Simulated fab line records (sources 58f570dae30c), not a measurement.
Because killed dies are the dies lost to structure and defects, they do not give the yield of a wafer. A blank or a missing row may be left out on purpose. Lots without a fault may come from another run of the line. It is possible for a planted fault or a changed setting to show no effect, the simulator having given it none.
fab line records ; flow berkeley_cmos170 ; part 1 of 2: steps 1 to 31 of 42
[record] lots = 5; wafers = 15; last_day = 12
route steps=331 shown PLDD@156 NLDD@158 SPACER@171 PSD@175 NSD@187
lots untouched by any fault: they come from a run of this same line in which no faults occurred
start_h: hours from the record's opening day to when the first of the lot's shown wafers began ; wait_h: time in hours since the lot's previous step ; " the same as in the row above ; L1.1+2: a row that stands for several wafers ; - no value, or no start was given ; * or withheld: withheld ; < > ~ a bound
route shown NAME@n: a module of which the file shows steps, and the number in the route of the first ; usual: the fault-free wafers' mean and standard deviation ; same: alike in all rows ; chamber/n: place in a boat ; sites: the reading at each site ; _std_site: the values' standard deviation ; _edge_site: mean of outer sites minus mean of inner sites ; radius_mm: for every site, how far away it sits from the centre of the wafer ; mask NAME#n: copy n ; behind: tool/chamber where the wafer was last shaped ; hold: why the lot was held/for how many hours/how that ended ; device: which transistor (n, p or np) failed to switch ; end of line: tests run on the same wafers once the route is complete ; where a step has no rows: the recipe by itself ; killed: at the first sort, the dies lost to defects and structure; wafer yield is something else ; map: per-die view of a wafer (x killed, . not killed, _ where there is no die)
set.NAME: the run value of the setting; set.NAME@STEP: its run value at that earlier step ; model.NAME: the simulator's own value behind a step, which no gauge read
lots seen at some steps along the route; tables by step, rows by wafer
services: when a tool's chamber went out of use (start_h, in hours from the record's first day, below 0 if earlier), for how many hours, and the reason
[[steps]]
[step UCB170_PLDD_TW_MEAS_11]
[usual] PLDD_TW = 1011/6.2
lot.wafer;tool;chamber;start_h;wait_h;PLDD_TW
L076.2;film_metro-01;-;159.23;0.1;1014
L076.3;film_metro-01;-;159.23;0.1;1021
L076.6;film_metro-01;-;159.23;0.1;1019
L081.3;film_metro-01;-;183.39;0.1;1007
L081.5;film_metro-01;-;183.39;0.1;1016
L081.6;film_metro-01;-;183.39;0.1;1019
L083.1;film_metro-04;-;211.69;0.1;1003
L083.4;film_metro-04;-;211.69;0.1;1008
L083.6;film_metro-04;-;211.69;0.1;1004
L088.2;film_metro-02;-;217.64;0.1;1008
L088.3;film_metro-02;-;217.64;0.1;1013
L088.4;film_metro-02;-;217.64;0.1;1010
L093.2;film_metro-02;-;243.29;0.1;1015
L093.3;film_metro-02;-;243.29;0.1;1012
L093.5;film_metro-02;-;243.29;0.1;1012
[step UCB170_PLDD_CLEAN_12]
[recipe] chemistry = SPM; temp_c = 120; time_s = 600
lot.wafer;tool;chamber;start_h;wait_h
L076.2+3+6;wet_bench-01;1;159.28;0.0
L081.3+5+6;wet_bench-01;0;183.43;0.0
L083.1+4+6;wet_bench-04;0;212.51;0.8
L088.2+3+4;wet_bench-01;2;217.69;0.0
L093.2+3+5;wet_bench-01;1;243.34;0.0
[step UCB170_NLDD_HMDS_00]
[recipe] prime_time_s = 60; prime_temp_c = 100
[usual] prime_temp_c = 99.99/0.13
lot.wafer;tool;chamber;start_h;wait_h;prime_temp_c
L076.2;litho_track-03;0;159.49;0.0;100.14
L076.3;litho_track-03;0;159.49;0.0;99.98
L076.6;litho_track-03;0;159.49;0.0;99.99
L081.3;litho_track-04;0;183.66;0.1;99.77
L081.5;litho_track-04;0;183.66;0.1;99.84
L081.6;litho_track-04;0;183.66;0.1;100.01
L083.1;litho_track-03;0;213.54;0.9;99.87
L083.4;litho_track-03;0;213.54;0.9;100.03
L083.6;litho_track-03;0;213.54;0.9;99.88
L088.2;litho_track-01;0;217.91;0.0;99.99
L088.3;litho_track-01;0;217.91;0.0;100.05
L088.4;litho_track-01;0;217.91;0.0;100.11
L093.2;litho_track-01;0;243.63;0.1;100.08
L093.3;litho_track-01;0;243.63;0.1;99.82
L093.5;litho_track-01;0;243.63;0.1;100.04
[step UCB170_NLDD_COAT_01]
[recipe] resist = KrF; spin_rpm = 1500; resist_thk_nm = 900
lot.wafer;tool;chamber;start_h;wait_h
L076.2+3+6;litho_track-03;0;159.64;0.1
L081.3+5+6;litho_track-04;0;183.81;0.1
L083.1+4+6;litho_track-03;0;213.69;0.1
L088.2+3+4;litho_track-01;0;218.06;0.1
L093.2+3+5;litho_track-01;0;243.78;0.1
[step UCB170_NLDD_SOFTBAKE_02]
[recipe] resist = KrF; temp_c = 130; time_s = 60
[usual] plate_temp_C = 129.99/0.12
lot.wafer;tool;chamber;start_h;wait_h;plate_temp_C
L076.2;litho_track-03;0;159.79;0.1;129.97
L076.3;litho_track-03;0;159.79;0.1;129.93
L076.6;litho_track-03;0;159.79;0.1;129.94
L081.3;litho_track-04;0;183.96;0.1;129.86
L081.5;litho_track-04;0;183.96;0.1;130.22
L081.6;litho_track-04;0;183.96;0.1;129.84
L083.1;litho_track-03;0;213.84;0.1;129.93
L083.4;litho_track-03;0;213.84;0.1;130.10
L083.6;litho_track-03;0;213.84;0.1;129.93
L088.2;litho_track-01;0;218.21;0.1;130.06
L088.3;litho_track-01;0;218.21;0.1;130.06
L088.4;litho_track-01;0;218.21;0.1;130.04
L093.2;litho_track-01;0;243.93;0.1;130.01
L093.3;litho_track-01;0;243.93;0.1;130.04
L093.5;litho_track-01;0;243.93;0.1;130.15
[step UCB170_NLDD_EXPOSE_03]
[recipe] mask_id = NSELECT; na = 0.5; sigma_outer = 0.6; source_shape = conventional; target_cd_nm = 1200; dose_mj = 30
lot.wafer;tool;chamber;start_h;wait_h;mask
L076.2+3+6;krf_scanner-02;0;159.94;0.1;NSELECT#0
L081.3+5+6;krf_scanner-02;0;184.22;0.2;NSELECT#0
L083.1+4+6;krf_scanner-01;0;-;-;NSELECT#0
L088.2+3+4;krf_scanner-02;0;218.48;0.2;NSELECT#0
L093.2+3+5;krf_scanner-01;0;244.32;0.4;NSELECT#0
[step UCB170_NLDD_PEB_04]
[recipe] peb_temp_c = 130; peb_time_s = withheld; resist = KrF
[usual] plate_temp_C = 130.00/0.13
lot.wafer;tool;chamber;start_h;wait_h;plate_temp_C
L076.2;litho_track-03;0;160.39;0.4;130.08
L076.3;litho_track-03;0;160.39;0.4;130.20
L076.6;litho_track-03;0;160.39;0.4;130.11
L081.3;litho_track-03;0;184.49;0.2;129.88
L081.5;litho_track-03;0;184.49;0.2;130.02
L081.6;litho_track-03;0;184.49;0.2;129.81
L083.1;litho_track-01;0;-;-;129.93
L083.4;litho_track-01;0;-;-;130.02
L083.6;litho_track-01;0;-;-;129.88
L088.2;litho_track-01;0;218.81;0.3;129.85
L088.3;litho_track-01;0;218.81;0.3;129.95
L088.4;litho_track-01;0;218.81;0.3;129.84
L093.2;litho_track-03;0;244.44;0.1;130.18
L093.3;litho_track-03;0;244.44;0.1;130.02
L093.5;litho_track-03;0;244.44;0.1;130.12
[step UCB170_NLDD_DEVELOP_05]
[recipe] developer = TMAH; develop_time_s = 45; resist = KrF; dev_temp_c = 21
lot.wafer;tool;chamber;start_h;wait_h
L076.2+3+6;litho_track-03;0;-;-
L081.3+5+6;litho_track-03;0;-;-
L083.1+4+6;litho_track-01;0;-;-
L088.2+3+4;litho_track-01;0;-;-
L093.2+3+5;litho_track-03;0;-;-
[step UCB170_NLDD_CD_MEAS_06]
[recipe] target_cd_nm = 1200
[usual] cd_nm = 1199.6/1.5
lot.wafer;tool;chamber;start_h;wait_h;cd_nm
L076.2;cd_sem-01;-;160.66;-;1199.9
L076.3;cd_sem-01;-;160.66;-;1200.7
L076.6;cd_sem-01;-;160.66;-;1200.7
L081.3;cd_sem-02;-;184.75;-;1200.4
L081.5;cd_sem-02;-;184.75;-;1199.5
L081.6;cd_sem-02;-;184.75;-;1199.2
L083.1;cd_sem-01;-;215.90;-;1202.0
L083.4;cd_sem-01;-;215.90;-;1200.0
L083.6;cd_sem-01;-;215.90;-;1201.3
L088.2;cd_sem-01;-;219.08;-;1199.7
L088.3;cd_sem-01;-;219.08;-;1200.9
L088.4;cd_sem-01;-;219.08;-;1199.1
L093.2;cd_sem-02;-;244.73;-;1197.7
L093.3;cd_sem-02;-;244.73;-;1197.9
L093.5;cd_sem-02;-;244.73;-;1197.2
[step UCB170_NLDD_OVL_MEAS_07]
[usual] NLDD_OVL = -1/5.6
lot.wafer;tool;chamber;start_h;wait_h;NLDD_OVL[nm]
L076.2;overlay-02;-;160.77;0.1;0
L076.3;overlay-02;-;160.77;0.1;0
L076.6;overlay-02;-;160.77;0.1;-5
L081.3;overlay-01;-;184.84;0.1;-6
L081.5;overlay-01;-;184.84;0.1;-2
L081.6;overlay-01;-;184.84;0.1;-2
L083.1;overlay-01;-;216.02;0.1;-9
L083.4;overlay-01;-;216.02;0.1;-5
L083.6;overlay-01;-;216.02;0.1;-3
L088.2;overlay-01;-;219.18;0.1;6
L088.3;overlay-01;-;219.18;0.1;-5
L088.4;overlay-01;-;219.18;0.1;-2
L093.2;overlay-01;-;244.83;0.1;1
L093.3;overlay-01;-;244.83;0.1;-6
L093.5;overlay-01;-;244.83;0.1;-9
[step UCB170_NLDD_IMPLANT_08]
[recipe] species = As; dose_cm2 = 5e+13; energy_kev = 30; tilt_deg = 7; rotation_deg = 0
lot.wafer;tool;chamber;start_h;wait_h
L076.2+3+6;implanter-02;0;160.82;0.0
L081.3+5+6;implanter-04;0;184.92;0.1
L083.1+4+6;implanter-02;0;216.05;0.0
L088.2+3+4;implanter-04;0;219.24;0.0
L093.2+3+5;implanter-04;0;244.89;0.0
[step UCB170_NLDD_IMPLANT_09]
[recipe] species = As; dose_cm2 = 5e+13; energy_kev = 30; tilt_deg = 7; rotation_deg = 180
lot.wafer;tool;chamber;start_h;wait_h
L076.2+3+6;implanter-02;0;160.97;0.1
L081.3+5+6;implanter-04;0;185.07;0.1
L083.1+4+6;implanter-02;0;216.20;0.1
L088.2+3+4;implanter-04;0;219.39;0.1
L093.2+3+5;implanter-04;0;245.04;0.1
[step UCB170_NLDD_STRIP_10]
[recipe] chemistry = O2; power_w = 400; pressure_mtorr = 3500; platen_temp_c = withheld; o2_flow_sccm = 400; overash_fraction = 0.5
[usual] drypump_motor_current_A = 6.01/0.29; oes_product_au = 0.735/0.0046; strip_time_to_endpoint_s = 21.66/0.062
[same] overash_fraction = 0.5
lot.wafer;tool;chamber;start_h;wait_h;drypump_motor_current_A;oes_product_au;rf_hours_counter_h;strip_time_to_endpoint_s
L076.2;plasma_asher-04;1;161.10;0.1;5.72;0.735;38;21.71
L076.3;plasma_asher-04;0;161.10;0.1;6.30;0.735;-;21.68
L076.6;plasma_asher-04;1;161.10;0.1;5.71;0.739;-;21.75
L081.3;plasma_asher-02;0;185.20;0.1;5.70;0.741;-;21.62
L081.5;plasma_asher-02;0;185.20;0.1;5.71;0.737;-;21.62
L081.6;plasma_asher-02;1;185.20;0.1;6.49;0.738;-;21.63
L083.1;plasma_asher-04;1;216.35;0.1;5.71;0.735;43;21.64
L083.4;plasma_asher-04;0;216.35;0.1;6.31;0.738;-;21.61
L083.6;plasma_asher-04;1;216.35;0.1;5.71;0.734;-;21.69
L088.2;plasma_asher-04;0;219.51;0.1;6.31;0.732;44;21.78
L088.3;plasma_asher-04;1;219.51;0.1;5.72;0.731;-;21.79
L088.4;plasma_asher-04;0;219.51;0.1;6.29;0.737;-;21.78
L093.2;plasma_asher-04;1;245.16;0.1;5.74;0.739;47;21.60
L093.3;plasma_asher-04;1;245.16;0.1;5.71;0.731;-;21.59
L093.5;plasma_asher-04;1;245.16;0.1;5.73;0.742;-;21.63
[step UCB170_NLDD_TW_MEAS_11]
[usual] NLDD_TW = 2218/15
lot.wafer;tool;chamber;start_h;wait_h;NLDD_TW
L076.2;film_metro-02;-;161.21;0.1;2221
L076.3;film_metro-02;-;161.21;0.1;2223
L076.6;film_metro-02;-;161.21;0.1;2219
L081.3;film_metro-02;-;185.29;0.1;2220
L081.5;film_metro-02;-;185.29;0.1;2226
L081.6;film_metro-02;-;185.29;0.1;2226
L083.1;film_metro-02;-;216.45;0.1;2222
L083.4;film_metro-02;-;216.45;0.1;2215
L083.6;film_metro-02;-;216.45;0.1;2215
L088.2;film_metro-02;-;219.62;0.1;2228
L088.3;film_metro-02;-;219.62;0.1;2219
L088.4;film_metro-02;-;219.62;0.1;2228
L093.2;film_metro-02;-;245.27;0.1;2232
L093.3;film_metro-02;-;245.27;0.1;2233
L093.5;film_metro-02;-;245.27;0.1;2238
[step UCB170_NLDD_CLEAN_12]
[recipe] chemistry = SPM; temp_c = 120; time_s = 600
lot.wafer;tool;chamber;start_h;wait_h
L076.2+3+6;wet_bench-02;1;161.26;0.0
L081.3+5+6;wet_bench-01;0;185.33;0.0
L083.1+4+6;wet_bench-04;1;216.51;0.1
L088.2+3+4;wet_bench-01;0;219.67;0.0
L093.2+3+5;wet_bench-01;0;245.32;0.0
[step UCB170_SPACER_CVD_00]
[recipe] material = SiO2; target_thk_nm = 376; temp_c = 390; precursor = TEOS/O2; time_s = 45.16; rf_w = 550; pressure_mtorr = 9000
[usual] heater_power_w = 286/59
lot.wafer;tool;chamber;start_h;wait_h;heater_power_w
L076.2;pecvd-02;2;161.43;0.0;258
L076.3;pecvd-02;0;161.43;0.0;197
L076.6;pecvd-02;2;161.43;0.0;257
L081.3;pecvd-03;1;185.50;0.0;323
L081.5;pecvd-03;1;185.50;0.0;324
L081.6;pecvd-03;0;185.50;0.0;405
L083.1;pecvd-03;2;216.69;0.0;281
L083.4;pecvd-03;1;216.69;0.0;308
L083.6;pecvd-03;2;216.69;0.0;290
L088.2;pecvd-04;2;219.85;0.0;198
L088.3;pecvd-04;1;219.85;0.0;337
L088.4;pecvd-04;1;219.85;0.0;340
L093.2;pecvd-02;1;245.50;0.0;302
L093.3;pecvd-02;2;245.50;0.0;255
L093.5;pecvd-02;1;245.50;0.0;317
[step UCB170_SPACER_THK_MEAS_01]
[recipe] reads = SiO2_of_SPACER_CVD_00
[usual] SPACER_TEOS_THK = 361/4.8
lot.wafer;tool;chamber;start_h;wait_h;SPACER_TEOS_THK[nm]
L076.2;film_metro-03;-;161.49;0.0;357
L076.3;film_metro-03;-;161.49;0.0;355
L076.6;film_metro-03;-;161.49;0.0;366
L081.3;film_metro-03;-;185.57;0.0;365
L081.5;film_metro-03;-;185.57;0.0;363
L081.6;film_metro-03;-;185.57;0.0;368
L083.1;film_metro-04;-;216.73;0.0;367
L083.4;film_metro-04;-;216.73;0.0;367
L083.6;film_metro-04;-;216.73;0.0;370
L088.2;film_metro-04;-;219.90;0.0;362
L088.3;film_metro-04;-;219.90;0.0;359
L088.4;film_metro-04;-;219.90;0.0;365
L093.2;film_metro-02;-;245.55;0.0;357
L093.3;film_metro-02;-;245.55;0.0;357
L093.5;film_metro-02;-;245.55;0.0;362
[step UCB170_SPACER_ANNEAL_02]
[recipe] temp_c = 900; time_s = 1800; ambient = N2
[usual] spike_tc_load_C = 921/3.9
lot.wafer;tool;chamber;start_h;wait_h;spike_tc_load_C
L076.2;furnace-04;0;167.73;6.2;919
L076.3;furnace-04;0;167.73;6.2;920
L076.6;furnace-04;0;167.73;6.2;921
L081.3;furnace-02;0;191.01;5.4;927
L081.5;furnace-02;0;191.01;5.4;927
L081.6;furnace-02;0;191.01;5.4;927
L083.1;furnace-01;0;218.39;1.7;917
L083.4;furnace-01;0;218.39;1.7;917
L083.6;furnace-01;0;218.39;1.7;916
L088.2;furnace-01;0;224.14;4.2;917
L088.3;furnace-01;0;224.14;4.2;919
L088.4;furnace-01;0;224.14;4.2;917
L093.2;furnace-04;0;248.83;3.3;920
L093.3;furnace-04;0;248.83;3.3;919
L093.5;furnace-04;0;248.83;3.3;920
[step UCB170_SPACER_ETCHBACK_03]
[recipe] stop_on = Si; target = SiO2; chemistry = CHF3/CF4/Ar; CHF3_flow_sccm = 50; cf4_flow_sccm = 10; Ar_flow_sccm = 120; pressure_mtorr = 200; rf_w = 500; target_depth_a = 3760; time_s = 100
[usual] CHF3_flow_sccm = 50.01/0.15; cf4_flow_sccm = 10.00/0.031; drypump_motor_current_A = 5.7/0.52; oes_product_au = 0.878/0.015; throttle_valve_pct = 6.49/0.066
lot.wafer;tool;chamber;start_h;wait_h;CHF3_flow_sccm;cf4_flow_sccm;drypump_motor_current_A;oes_product_au;rf_hours_counter_h;throttle_valve_pct
L076.2;rie_diel-04;3;169.23;0.0;49.81;9.98;6.0;0.900;58;6.50
L076.3;rie_diel-04;1;169.23;0.0;50.00;9.94;5.7;0.881;1;6.42
L076.6;rie_diel-04;3;169.23;0.0;49.78;9.95;6.0;0.904;-;6.51
L081.3;rie_diel-01;3;192.51;0.0;50.19;10.01;6.3;0.880;119;6.46
L081.5;rie_diel-01;1;192.51;0.0;50.16;10.01;5.0;0.877;-;6.47
L081.6;rie_diel-01;2;192.51;0.0;49.76;10.01;5.1;0.878;-;6.48
L083.1;rie_diel-04;3;219.89;0.0;50.06;10.01;6.0;0.904;61;6.51
L083.4;rie_diel-04;1;219.89;0.0;50.07;10.00;5.7;0.901;-;6.41
L083.6;rie_diel-04;0;219.89;0.0;50.07;9.94;5.5;0.885;-;6.38
L088.2;rie_diel-03;0;225.64;0.0;49.73;10.02;6.0;0.875;17;6.43
L088.3;rie_diel-03;1;225.64;0.0;50.16;10.02;5.5;0.881;84;6.57
L088.4;rie_diel-03;2;225.64;0.0;49.86;9.99;5.9;0.904;1;6.56
L093.2;rie_diel-04;2;250.33;0.0;50.07;10.03;4.9;0.854;1;6.55
L093.3;rie_diel-04;1;250.33;0.0;49.95;10.01;5.7;0.884;5;6.44
L093.5;rie_diel-04;3;250.33;0.0;50.11;9.97;6.0;0.902;-;6.50
[step UCB170_PSD_HMDS_00]
[recipe] prime_time_s = 60; prime_temp_c = 100
[usual] prime_temp_c = 100.01/0.13
lot.wafer;tool;chamber;start_h;wait_h;prime_temp_c
L076.2;litho_track-02;0;169.32;0.1;99.89
L076.3;litho_track-02;0;169.32;0.1;100.00
L076.6;litho_track-02;0;169.32;0.1;100.15
L081.3;litho_track-01;0;192.63;0.1;99.97
L081.5;litho_track-01;0;192.63;0.1;99.81
L081.6;litho_track-01;0;192.63;0.1;99.93
L083.1;litho_track-02;0;220.14;0.2;100.00
L083.4;litho_track-02;0;220.14;0.2;99.84
L083.6;litho_track-02;0;220.14;0.2;99.95
L088.2;litho_track-01;0;225.74;0.1;100.25
L088.3;litho_track-01;0;225.74;0.1;100.38
L088.4;litho_track-01;0;225.74;0.1;99.97
L093.2;litho_track-04;0;250.65;0.3;100.09
L093.3;litho_track-04;0;250.65;0.3;99.90
L093.5;litho_track-04;0;250.65;0.3;100.03
[step UCB170_PSD_COAT_01]
[recipe] resist = KrF; spin_rpm = 1500; resist_thk_nm = 900
lot.wafer;tool;chamber;start_h;wait_h
L076.2+3+6;litho_track-02;0;169.47;0.1
L081.3+5+6;litho_track-01;0;192.78;0.1
L083.1+4+6;litho_track-02;0;220.29;0.1
L088.2+3+4;litho_track-01;0;225.89;0.1
L093.2+3+5;litho_track-04;0;250.80;0.1
[step UCB170_PSD_SOFTBAKE_02]
[recipe] resist = KrF; temp_c = 130; time_s = 60
[usual] plate_temp_C = 129.99/0.16
lot.wafer;tool;chamber;start_h;wait_h;plate_temp_C
L076.2;litho_track-02;0;169.62;0.1;129.62
L076.3;litho_track-02;0;169.62;0.1;129.65
L076.6;litho_track-02;0;169.62;0.1;129.86
L081.3;litho_track-01;0;192.93;0.1;130.03
L081.5;litho_track-01;0;192.93;0.1;130.24
L081.6;litho_track-01;0;192.93;0.1;129.98
L083.1;litho_track-02;0;220.44;0.1;130.04
L083.4;litho_track-02;0;220.44;0.1;130.09
L083.6;litho_track-02;0;220.44;0.1;130.24
L088.2;litho_track-01;0;226.04;0.1;130.01
L088.3;litho_track-01;0;226.04;0.1;129.76
L088.4;litho_track-01;0;226.04;0.1;130.07
L093.2;litho_track-04;0;250.95;0.1;129.97
L093.3;litho_track-04;0;250.95;0.1;130.20
L093.5;litho_track-04;0;250.95;0.1;130.16
[step UCB170_PSD_EXPOSE_03]
[recipe] mask_id = PSELECT_MOD; na = 0.5; sigma_outer = 0.6; source_shape = conventional; target_cd_nm = 1200; dose_mj = 30
lot.wafer;tool;chamber;start_h;wait_h;mask
L076.2+3+6;krf_scanner-02;0;169.77;0.1;PSELECT_MOD#0
L081.3+5+6;krf_scanner-01;0;193.07;0.1;PSELECT_MOD#0
L083.1+4+6;krf_scanner-01;0;220.90;0.4;PSELECT_MOD#0
L088.2+3+4;krf_scanner-02;0;226.31;0.2;PSELECT_MOD#0
L093.2+3+5;krf_scanner-01;0;251.10;0.1;PSELECT_MOD#0
[step UCB170_PSD_PEB_04]
[recipe] peb_temp_c = 130; peb_time_s = withheld; resist = KrF
[usual] plate_temp_C = 129.98/0.14
lot.wafer;tool;chamber;start_h;wait_h;plate_temp_C
L076.2;litho_track-04;0;169.89;0.1;130.06
L076.3;litho_track-04;0;169.89;0.1;130.11
L076.6;litho_track-04;0;169.89;0.1;130.18
L081.3;litho_track-04;0;193.29;0.2;129.98
L081.5;litho_track-04;0;193.29;0.2;129.97
L081.6;litho_track-04;0;193.29;0.2;129.97
L083.1;litho_track-01;0;221.01;0.1;129.96
L083.4;litho_track-01;0;221.01;0.1;129.99
L083.6;litho_track-01;0;221.01;0.1;129.84
L088.2;litho_track-01;0;226.43;0.1;129.92
L088.3;litho_track-01;0;226.43;0.1;129.85
L088.4;litho_track-01;0;226.43;0.1;129.80
L093.2;litho_track-02;0;251.78;0.7;129.89
L093.3;litho_track-02;0;251.78;0.7;130.01
L093.5;litho_track-02;0;251.78;0.7;130.04
[step UCB170_PSD_DEVELOP_05]
[recipe] developer = TMAH; develop_time_s = 45; resist = KrF; dev_temp_c = 21
lot.wafer;tool;chamber;start_h;wait_h
L076.2+3+6;litho_track-04;0;-;-
L081.3+5+6;litho_track-04;0;-;-
L083.1+4+6;litho_track-01;0;-;-
L088.2+3+4;litho_track-01;0;-;-
L093.2+3+5;litho_track-02;0;-;-
[step UCB170_PSD_CD_MEAS_06]
[recipe] target_cd_nm = 1200
[usual] cd_nm = 1199.6/1.6
lot.wafer;tool;chamber;start_h;wait_h;cd_nm
L076.2;cd_sem-02;-;170.19;-;1196.9
L076.3;cd_sem-02;-;170.19;-;1199.4
L076.6;cd_sem-02;-;170.19;-;1198.4
L081.3;cd_sem-01;-;193.55;-;1201.5
L081.5;cd_sem-01;-;193.55;-;1201.3
L081.6;cd_sem-01;-;193.55;-;1199.2
L083.1;cd_sem-01;-;221.29;-;1200.6
L083.4;cd_sem-01;-;221.29;-;1199.7
L083.6;cd_sem-01;-;221.29;-;1200.5
L088.2;cd_sem-01;-;226.70;-;1201.3
L088.3;cd_sem-01;-;226.70;-;1199.5
L088.4;cd_sem-01;-;226.70;-;1201.4
L093.2;cd_sem-02;-;252.05;-;1197.4
L093.3;cd_sem-02;-;252.05;-;1199.1
L093.5;cd_sem-02;-;252.05;-;1197.3
[step UCB170_PSD_OVL_MEAS_07]
[usual] PSD_OVL = -2/4.7
lot.wafer;tool;chamber;start_h;wait_h;PSD_OVL[nm]
L076.2;overlay-01;-;170.29;0.1;3
L076.3;overlay-01;-;170.29;0.1;5
L076.6;overlay-01;-;170.29;0.1;1
L081.3;overlay-01;-;193.64;0.1;1
L081.5;overlay-01;-;193.64;0.1;1
L081.6;overlay-01;-;193.64;0.1;0
L083.1;overlay-02;-;221.41;0.1;-2
L083.4;overlay-02;-;221.41;0.1;-16
L083.6;overlay-02;-;221.41;0.1;-2
L088.2;overlay-02;-;226.81;0.1;-2
L088.3;overlay-02;-;226.81;0.1;5
L088.4;overlay-02;-;226.81;0.1;0
L093.2;overlay-02;-;252.15;0.1;-1
L093.3;overlay-02;-;252.15;0.1;2
L093.5;overlay-02;-;252.15;0.1;-6
[step UCB170_PSD_IMPLANT_08]
[recipe] species = B; dose_cm2 = 3e+15; energy_kev = 20; tilt_deg = 7
lot.wafer;tool;chamber;start_h;wait_h
L076.2+3+6;implanter-04;0;170.35;0.0
L081.3+5+6;implanter-03;0;193.72;0.1
L083.1+4+6;implanter-01;0;221.45;0.0
L088.2+3+4;implanter-04;0;226.86;0.0
L093.2+3+5;implanter-04;0;252.21;0.0
[step UCB170_PSD_STRIP_09]
[recipe] chemistry = O2; power_w = 400; pressure_mtorr = 3500; platen_temp_c = withheld; o2_flow_sccm = 400; overash_fraction = 0.5
[usual] drypump_motor_current_A = 5.7/0.48; oes_product_au = 0.600/0.0047; strip_time_to_endpoint_s = 29.44/0.08
[same] overash_fraction = 0.5
lot.wafer;tool;chamber;start_h;wait_h;drypump_motor_current_A;oes_product_au;rf_hours_counter_h;strip_time_to_endpoint_s
L076.2;plasma_asher-03;1;170.47;0.1;5.2;0.595;39;29.41
L076.3;plasma_asher-03;0;170.47;0.1;4.8;0.598;-;29.34
L076.6;plasma_asher-03;1;170.47;0.1;5.2;0.605;-;29.34
L081.3;plasma_asher-01;1;193.85;0.1;6.0;0.601;-;29.47
L081.5;plasma_asher-01;0;193.85;0.1;5.9;0.597;-;29.53
L081.6;plasma_asher-01;1;193.85;0.1;6.0;0.599;-;29.53
L083.1;plasma_asher-03;0;221.60;0.1;4.8;0.599;44;29.36
L083.4;plasma_asher-03;0;221.60;0.1;4.8;0.597;-;29.41
L083.6;plasma_asher-03;1;221.60;0.1;5.2;0.594;-;29.45
L088.2;plasma_asher-04;0;226.99;0.1;6.3;0.597;44;29.53
L088.3;plasma_asher-04;0;226.99;0.1;6.3;0.598;-;29.52
L088.4;plasma_asher-04;1;226.99;0.1;5.7;0.598;-;29.40
L093.2;plasma_asher-04;1;252.33;0.1;5.7;0.599;48;29.38
L093.3;plasma_asher-04;1;252.33;0.1;5.7;0.605;-;29.41
L093.5;plasma_asher-04;0;252.33;0.1;6.3;0.607;-;29.35
[step UCB170_PSD_TW_MEAS_10]
[usual] PSD_TW = 2330/16
lot.wafer;tool;chamber;start_h;wait_h;PSD_TW
L076.2;film_metro-02;-;170.58;0.1;2343
L076.3;film_metro-02;-;170.58;0.1;2339
L076.6;film_metro-02;-;170.58;0.1;2343
L081.3;film_metro-01;-;193.94;0.1;2341
L081.5;film_metro-01;-;193.94;0.1;2362
L081.6;film_metro-01;-;193.94;0.1;2340
L083.1;film_metro-02;-;221.70;0.1;2323
L083.4;film_metro-02;-;221.70;0.1;2336
L083.6;film_metro-02;-;221.70;0.1;2334
L088.2;film_metro-04;-;227.10;0.1;2305
L088.3;film_metro-04;-;227.10;0.1;2319
L088.4;film_metro-04;-;227.10;0.1;2305
L093.2;film_metro-02;-;252.44;0.1;2333
L093.3;film_metro-02;-;252.44;0.1;2333
L093.5;film_metro-02;-;252.44;0.1;2327
[step UCB170_PSD_CLEAN_11]
[recipe] chemistry = SPM; temp_c = 120; time_s = 600
lot.wafer;tool;chamber;start_h;wait_h
L076.2+3+6;wet_bench-03;1;170.63;0.0
L081.3+5+6;wet_bench-04;2;193.98;0.0
L083.1+4+6;wet_bench-03;3;221.84;0.1
L088.2+3+4;wet_bench-02;3;227.15;0.0
L093.2+3+5;wet_bench-04;2;252.49;0.0
